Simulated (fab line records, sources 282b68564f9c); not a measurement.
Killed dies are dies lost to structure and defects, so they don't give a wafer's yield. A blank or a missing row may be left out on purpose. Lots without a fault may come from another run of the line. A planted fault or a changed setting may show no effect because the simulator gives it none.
Which tool did it? | flow rit_cmos | 13 lots, 39 wafers sampled, at 6 steps of a route of 202

WHAT THE GAUGES READ, wafer by wafer
RIT_PRETRO_OVL_MEAS_06.
lot  | measured    | on         | PRETRO_OVL (nm)
L852 | day 2 13:42 | overlay-02 | -0.7 -0.3 1.3
L851 | day 2 14:25 | overlay-01 | 1.3 1.1 1.8
L853 | day 2 19:17 | overlay-01 | -0.3 -1.5 0.2
L855 | day 3 05:59 | overlay-02 | -1.4 -2.6 0.0
L856 | day 3 09:49 | overlay-01 | -0.8 -1.9 -1.3
L860 | day 4 11:02 | overlay-02 | -0.4 -0.1 1.3
L862 | day 4 16:22 | overlay-02 | 0.0 -0.3 1.0
L863 | day 4 23:34 | overlay-01 | -0.6 -0.6 -0.7
L865 | day 5 14:57 | overlay-01 | -1.5 0.5 -1.0
L867 | day 5 19:59 | overlay-02 | 0.2 -0.4 -1.3
L869 | day 6 07:00 | overlay-02 | 1.0 -0.1 0.0
L871 | day 6 16:24 | overlay-02 | -0.8 -0.2 -2.0
L873 | day 6 22:24 | overlay-02 | 0.9 -0.2 -0.1

RIT_NSD_OVL_MEAS_06.
lot  | measured    | on         | NSD_OVL (nm)
L852 | day 3 11:35 | overlay-02 | -1.9 -2.1 0.2
L851 | day 3 09:54 | overlay-02 | -1.5 -0.8 -0.1
L853 | day 3 15:43 | overlay-02 | -1.3 -0.2 0.5
L855 | day 4 03:26 | overlay-01 | -0.7 0.6 -0.7
L856 | day 4 03:58 | overlay-02 | -0.8 -1.9 -0.3
L860 | day 5 07:08 | overlay-02 | -0.7 -2.1 -2.6
L862 | day 5 10:23 | overlay-02 | -0.5 -3.2 -3.8
L863 | day 5 21:59 | overlay-01 | 0.4 1.0 0.7
L865 | day 6 13:22 | overlay-02 | 0.1 -0.3 0.4
L867 | day 6 16:47 | overlay-02 | 0.4 1.7 -0.7
L869 | day 7 01:26 | overlay-02 | -0.6 -2.5 -3.1
L871 | day 7 09:20 | overlay-02 | 0.6 0.5 1.2
L873 | day 7 16:35 | overlay-01 | -0.9 -0.4 -1.8

RIT_SILICIDE_RS_MEAS_02: measures by four-point-probe.
lot  | measured    | on            | SILICIDE_TI_RS (ohm/sq)
L852 | day 3 14:38 | film_metro-03 | 47.0 48.1 47.9
L851 | day 3 13:05 | film_metro-02 | 48.0 48.3 48.2
L853 | day 3 19:19 | film_metro-03 | 48.9 48.0 48.0
L855 | day 4 06:39 | film_metro-03 | 46.9 47.8 48.1
L856 | day 4 07:04 | film_metro-04 | 49.3 48.0 48.2
L860 | day 5 10:14 | film_metro-03 | 40.9 41.3 41.2
L862 | day 5 13:35 | film_metro-03 | 40.8 40.3 40.6
L863 | day 6 01:10 | film_metro-04 | 47.5 47.3 47.0
L865 | day 6 16:55 | film_metro-03 | 46.5 46.9 47.5
L867 | day 6 19:50 | film_metro-03 | 48.0 48.2 48.4
L869 | day 7 04:38 | film_metro-03 | 47.6 48.0 47.6
L871 | day 7 12:47 | film_metro-04 | 47.1 47.3 47.1
L873 | day 7 19:41 | film_metro-03 | 49.2 47.7 48.6

RIT_SILICIDE_THK_MEAS_03: measures by xrf.
lot  | measured    | on            | SILICIDE_TI_THK (nm)
L852 | day 3 14:46 | film_metro-03 | 30.5 29.9 29.9
L851 | day 3 13:12 | film_metro-02 | 29.6 29.4 29.8
L853 | day 3 19:25 | film_metro-03 | 29.3 29.9 29.8
L855 | day 4 06:46 | film_metro-03 | 30.6 30.2 30.0
L856 | day 4 07:11 | film_metro-04 | 29.2 29.8 29.6
L860 | day 5 10:19 | film_metro-03 | 34.0 33.8 33.8
L862 | day 5 13:43 | film_metro-03 | 33.9 34.4 34.2
L863 | day 6 01:17 | film_metro-04 | 30.1 30.2 30.3
L865 | day 6 17:02 | film_metro-03 | 30.5 30.2 30.1
L867 | day 6 19:58 | film_metro-03 | 29.7 29.7 29.7
L869 | day 7 04:44 | film_metro-03 | 30.2 29.9 30.1
L871 | day 7 12:54 | film_metro-04 | 30.0 30.0 30.0
L873 | day 7 19:48 | film_metro-03 | 29.4 30.1 29.5

RIT_CONTACT_OVL_MEAS_09.
lot  | measured    | on         | CONTACT_OVL (nm)
L852 | day 3 16:11 | overlay-01 | 1.3 -1.2 -1.9
L851 | day 3 14:38 | overlay-01 | -1.2 -2.8 -1.0
L853 | day 3 20:50 | overlay-01 | -0.9 -0.5 -0.1
L855 | day 4 08:13 | overlay-01 | -1.3 -1.0 0.7
L856 | day 4 08:37 | overlay-01 | -1.9 0.9 1.8
L860 | day 5 11:45 | overlay-01 | -1.0 0.7 0.6
L862 | day 5 15:24 | overlay-01 | 0.3 -2.0 0.3
L863 | day 6 02:50 | overlay-02 | 0.9 -0.1 0.7
L865 | day 6 18:28 | overlay-02 | 0.0 -0.1 -1.5
L867 | day 6 21:33 | overlay-01 | 1.3 -0.7 -2.6
L869 | day 7 06:14 | overlay-01 | -2.2 -1.9 -0.3
L871 | day 7 14:24 | overlay-02 | 0.8 -0.2 -0.3
L873 | day 7 21:28 | overlay-01 | -1.1 2.0 -0.4

WHICH TOOL RAN EACH LOT (tool, then ch and the chambers of the sampled wafers, then the start)
lot  | RIT_SILICIDE_SPUTTER_01
L852 | pvd_sputter-01, day 3 14:29
L851 | pvd_sputter-04, day 3 12:56
L853 | pvd_sputter-04, day 3 19:07
L855 | pvd_sputter-04, day 4 06:30
L856 | pvd_sputter-01, day 4 06:55
L860 | pvd_sputter-04, day 5 10:01
L862 | pvd_sputter-04, day 5 13:26
L863 | pvd_sputter-01, day 6 01:01
L865 | pvd_sputter-01, day 6 16:46
L867 | pvd_sputter-03, day 6 19:41
L869 | pvd_sputter-03, day 7 04:28
L871 | pvd_sputter-01, day 7 12:38
L873 | pvd_sputter-03, day 7 19:32
- RIT_SILICIDE_SPUTTER_01: material Ti, target thk 30 nm, time 240 s.

WHAT THE TOOLS THEMSELVES READ (means of the sampled wafers that have a number; where no wafer has one, the mark that the record gives instead)
RIT_SILICIDE_SPUTTER_01.
lot  | tool           | throttle_valve_pct (%)
L852 | pvd_sputter-01 | 30.4
L851 | pvd_sputter-04 | 28.7
L853 | pvd_sputter-04 | 29.7
L855 | pvd_sputter-04 | 29.4
L856 | pvd_sputter-01 | 30.4
L860 | pvd_sputter-04 | 28.7
L862 | pvd_sputter-04 | 29.9
L863 | pvd_sputter-01 | 29.7
L865 | pvd_sputter-01 | 30.4
L867 | pvd_sputter-03 | 30.0
L869 | pvd_sputter-03 | 29.5
L871 | pvd_sputter-01 | 30.4
L873 | pvd_sputter-03 | 30.6

THE ANSWER, worked out from the rows above alone
Rule: what is usual is taken from the lots themselves. Put in order of their means at a reading, lots are off if they are a third of the lots or fewer, leave a main group of 4 or more, and stand apart from it by a gap of 3 or more times the standard deviation of the main group's means; of several such gaps the widest counts. A main group whose means are all the same, to the digits that the tables above print for the reading, isn't used. A lot without any number at a reading at which 4 lots or more have one is off too. The other lots that the step has rows for count as sound. The gauges are gone through in route order, then the tools' own readings, and for those a lot's mean is taken as printed above. The first step at which some lot is off is used, and at that step the reading that is off furthest; a lot without a number counts as furthest.
Off: L860, L862, at RIT_SILICIDE_RS_MEAS_02 (SILICIDE_TI_RS). The main group: mean 47.8 ohm/sq, standard deviation 0.52.
A tool fits if, at a process step before that reading, it ran every lot that is off, and no sound lot after the first of them. The gauges at RIT_SILICIDE_RS_MEAS_02 are tried like those tools. One fits: pvd_sputter-04 at RIT_SILICIDE_SPUTTER_01. Its last sound lot is L855 (day 4 06:30), its first lot that is off L860 (day 5 10:01): a fault that began between those two fits.

WHAT THE SIMULATOR HAD PUT IN
Process parameter drift: pvd_sputter-04, from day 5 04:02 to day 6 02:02, at RIT_SILICIDE_SPUTTER_01. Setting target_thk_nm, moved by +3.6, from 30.
Lots struck among those shown: L860, L862. The rule above found the same.
